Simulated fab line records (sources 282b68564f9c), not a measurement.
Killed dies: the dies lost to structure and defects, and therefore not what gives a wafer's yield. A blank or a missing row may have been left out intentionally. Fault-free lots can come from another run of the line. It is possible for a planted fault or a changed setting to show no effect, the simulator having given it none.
Lot-split experiment || flow rit cmos || 23 wafers read from 5 lots, route of 202 steps

== ON THE SPLIT ==
At RIT_NRETRO_IMPLANT_08, the setting energy kev was moved away from the recipe's 70 on 8 of the 23 wafers read, by -3.9% to +4.9%. All remaining wafers had this setting at the recipe value.

The reading is taken at the split's own step.

== THE READING ==
In nm, at RIT_NRETRO_IMPLANT_08: implant.drp nm, which is the simulator's own figure and was read by no gauge. The file does not state a usual value for it.

{"wafer": "L077.2", "tool, chamber at the split": "implanter-02, 0", "energy kev as run": 72.43, "against the recipe": "+3.5%", "implant.drp nm, nm": 34.93, "against lot-mates on the recipe": "+0.99"}
{"wafer": "L077.3", "tool, chamber at the split": "implanter-02, 0", "energy kev as run": 72.43, "against the recipe": "+3.5%", "implant.drp nm, nm": 34.93, "against lot-mates on the recipe": "+0.99"}
{"wafer": "L077.4", "tool, chamber at the split": "implanter-02, 0", "energy kev as run": 70, "against the recipe": "recipe", "implant.drp nm, nm": 33.94, "against lot-mates on the recipe": "-"}
{"wafer": "L077.5", "tool, chamber at the split": "implanter-02, 0", "energy kev as run": 70, "against the recipe": "recipe", "implant.drp nm, nm": 33.94, "against lot-mates on the recipe": "-"}
{"wafer": "L077.6", "tool, chamber at the split": "implanter-02, 0", "energy kev as run": 70, "against the recipe": "recipe", "implant.drp nm, nm": 33.94, "against lot-mates on the recipe": "-"}
{"wafer": "L079.1", "tool, chamber at the split": "implanter-01, 0", "energy kev as run": 70, "against the recipe": "recipe", "implant.drp nm, nm": 33.94, "against lot-mates on the recipe": "-"}
{"wafer": "L079.3", "tool, chamber at the split": "implanter-01, 0", "energy kev as run": 70, "against the recipe": "recipe", "implant.drp nm, nm": 33.94, "against lot-mates on the recipe": "-"}
{"wafer": "L079.4", "tool, chamber at the split": "implanter-01, 0", "energy kev as run": 70, "against the recipe": "recipe", "implant.drp nm, nm": 33.94, "against lot-mates on the recipe": "-"}
{"wafer": "L079.5", "tool, chamber at the split": "implanter-01, 0", "energy kev as run": 73.18, "against the recipe": "+4.5%", "implant.drp nm, nm": 35.23, "against lot-mates on the recipe": "+1.29"}
{"wafer": "L079.6", "tool, chamber at the split": "implanter-01, 0", "energy kev as run": 73.18, "against the recipe": "+4.5%", "implant.drp nm, nm": 35.23, "against lot-mates on the recipe": "+1.29"}
{"wafer": "L082.1", "tool, chamber at the split": "implanter-04, 0", "energy kev as run": 67.24, "against the recipe": "-3.9%", "implant.drp nm, nm": 32.79, "against lot-mates on the recipe": -1.15}
{"wafer": "L082.4", "tool, chamber at the split": "implanter-04, 0", "energy kev as run": 67.24, "against the recipe": "-3.9%", "implant.drp nm, nm": 32.79, "against lot-mates on the recipe": -1.15}
{"wafer": "L082.3", "tool, chamber at the split": "implanter-04, 0", "energy kev as run": 70, "against the recipe": "recipe", "implant.drp nm, nm": 33.94, "against lot-mates on the recipe": "-"}
{"wafer": "L082.5", "tool, chamber at the split": "implanter-04, 0", "energy kev as run": 70, "against the recipe": "recipe", "implant.drp nm, nm": 33.94, "against lot-mates on the recipe": "-"}
{"wafer": "L082.6", "tool, chamber at the split": "implanter-04, 0", "energy kev as run": 70, "against the recipe": "recipe", "implant.drp nm, nm": 33.94, "against lot-mates on the recipe": "-"}
{"wafer": "L083.4", "tool, chamber at the split": "implanter-02, 0", "energy kev as run": 70, "against the recipe": "recipe", "implant.drp nm, nm": 33.94, "against lot-mates on the recipe": "-"}
{"wafer": "L083.5", "tool, chamber at the split": "implanter-02, 0", "energy kev as run": 70, "against the recipe": "recipe", "implant.drp nm, nm": 33.94, "against lot-mates on the recipe": "-"}
{"wafer": "L083.6", "tool, chamber at the split": "implanter-02, 0", "energy kev as run": 70, "against the recipe": "recipe", "implant.drp nm, nm": 33.94, "against lot-mates on the recipe": "-"}
{"wafer": "L084.2", "tool, chamber at the split": "implanter-04, 0", "energy kev as run": 70, "against the recipe": "recipe", "implant.drp nm, nm": 33.94, "against lot-mates on the recipe": "-"}
{"wafer": "L084.4", "tool, chamber at the split": "implanter-04, 0", "energy kev as run": 70, "against the recipe": "recipe", "implant.drp nm, nm": 33.94, "against lot-mates on the recipe": "-"}
{"wafer": "L084.6", "tool, chamber at the split": "implanter-04, 0", "energy kev as run": 70, "against the recipe": "recipe", "implant.drp nm, nm": 33.94, "against lot-mates on the recipe": "-"}
{"wafer": "L084.3", "tool, chamber at the split": "implanter-04, 0", "energy kev as run": 73.44, "against the recipe": "+4.9%", "implant.drp nm, nm": 35.33, "against lot-mates on the recipe": "+1.39"}
{"wafer": "L084.5", "tool, chamber at the split": "implanter-04, 0", "energy kev as run": 73.44, "against the recipe": "+4.9%", "implant.drp nm, nm": 35.33, "against lot-mates on the recipe": "+1.39"}

FIT RESULTS
A straight line over all 23 wafers: implant.drp nm changes by +0.286 nm for each +1% of energy kev; r = +1.00; the points scatter about the line by 0.0077 nm.
The same after taking each lot's own level away (the mean of its wafers on the recipe; 23 wafers): +0.286 nm for each +1%; r = +1.00; scatter 0.0077 nm.
Per that fit: largest energy kev move, reading shift of 1.4 nm.
The lots' own levels span 33.940 to 33.940 nm.
So the lot-to-lot level changes the slope little: the two slopes agree.
Check: +1.4 nm against its lot-mates is what the line predicts for one of the wafers moved furthest among these (+4.9%) when that wafer is left out of the fit. Against them it came out at +1.39 nm.

== ADDITIONAL SPLITS CARRIED BY THESE WAFERS ==
These wafers also went through other splits before the reading. Each is held against what the fit with the lots' levels taken away leaves over:
{"other split on the same wafers": "RIT_ACTIVE_COAT_06 spin rpm", "wafers away from the commonest value": 7, "r with implant.drp nm (lot level and that fit taken away)": "+0.26"}
{"other split on the same wafers": "RIT_ACTIVE_SOFTBAKE_07 time s", "wafers away from the commonest value": 6, "r with implant.drp nm (lot level and that fit taken away)": "+0.04"}
{"other split on the same wafers": "RIT_NWELL_COAT_01 resist thk nm", "wafers away from the commonest value": 6, "r with implant.drp nm (lot level and that fit taken away)": -0.04}
{"other split on the same wafers": "RIT_NWELL_IMPLANT_08 energy kev", "wafers away from the commonest value": 4, "r with implant.drp nm (lot level and that fit taken away)": -0.03}
{"other split on the same wafers": "RIT_PWELL_IMPLANT_08 dose cm2", "wafers away from the commonest value": 6, "r with implant.drp nm (lot level and that fit taken away)": "+0.09"}

== THE WHOLE CHAIN: every reading that the file lists as answering this split, in the file's order ==
{"step": "RIT_NRETRO_IMPLANT_08", "what it does": "", "reading": "implant.rp nm (the simulator's own value, which no gauge read)", "change (the file's fit)": "+0.859 nm for each +1% of the setting", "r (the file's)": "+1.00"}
{"step": "RIT_NRETRO_IMPLANT_08", "what it does": "", "reading": "implant.drp nm (the simulator's own value, which no gauge read)", "change (the file's fit)": "+0.285 nm for each +1% of the setting", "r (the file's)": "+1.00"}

== THE FILE'S OWN FIT ==
implant.drp nm changes by +0.285 nm for each +1% of energy kev, r = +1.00.
